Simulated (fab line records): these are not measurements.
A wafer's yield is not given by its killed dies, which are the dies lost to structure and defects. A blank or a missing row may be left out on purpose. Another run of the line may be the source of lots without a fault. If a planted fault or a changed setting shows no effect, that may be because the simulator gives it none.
2 desks looking at one fault ; flow rit_cmos ; only its own numbers are on each desk; what lay behind them is given at the end

## FROM THE METROLOGY DESK
Means of the sampled wafers that have a number, per lot and without regard to the tool the lot ran on: this is what the gauges read. If a lot's mean is further than 4 standard deviations from the usual mean, the lot is out of limits and carries the mark OUT (the distance appears in the brackets).
Columns: A = NLDD_TW at RIT_NLDD_TW_MEAS_10, usual 2497; B = PLDD_OVL at RIT_PLDD_OVL_MEAS_06, usual 0.6 nm; C = PLDD_TW at RIT_PLDD_TW_MEAS_10, usual 2347
lot;first seen here;A;B;C
L306;day 3 03:36;2507;0.9;2335
L313;day 4 16:17;2478;-0.3;2362
L317;day 5 10:56;2501;0.3;2341
L321;day 6 07:36;2485;-0.3;2351
L324;day 6 22:20;2495;-0.4;2351
This desk's verdict: no lot among the 5 shows anything out of limits.

## DESK OF THE TOOL OWNER: plasma_asher-04
The tool's own readings at RIT_PLDD_STRIP_09 (strips in O2, time 180 s): means of the sampled wafers that have a number, for each lot that ran on this tool. If a lot's mean is further than 4 standard deviations from the usual mean, the lot is out of limits and carries the mark OUT (the distance appears in the brackets).
Columns: A = drypump_motor_current_A at RIT_PLDD_STRIP_09, usual 5.6 A; B = run_length_s at RIT_PLDD_STRIP_09, usual 208.39 s
lot;first seen here;A;B
L306;day 3 05:01;5.2;208.35
L313;day 4 17:40;5.3;72.42 (-99 or more) OUT
L324;day 6 23:35;5.3;208.26
Finding of this desk: L313 out of limits; the first was L313 at day 4 17:40, on run_length_s at RIT_PLDD_STRIP_09. L306, L324 stayed within limits.

## ALL TOGETHER
At day 4 17:40, on L313, the tool owner's desk was in a position to raise an alarm.
The metrology desk saw nothing out of limits.
The metrology desk has L313 on record, within its limits.
RIT_PLDD_STRIP_09 was run on plasma_asher-04 by each of the lots named.

## WHAT THE SIMULATOR HAD INSERTED
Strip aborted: plasma_asher-04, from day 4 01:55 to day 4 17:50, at RIT_PLDD_STRIP_09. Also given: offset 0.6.
Shown lots that were struck: L313.
Each desk's first reading out of limits, in hours after the fault started: the tool owner's desk, 16.
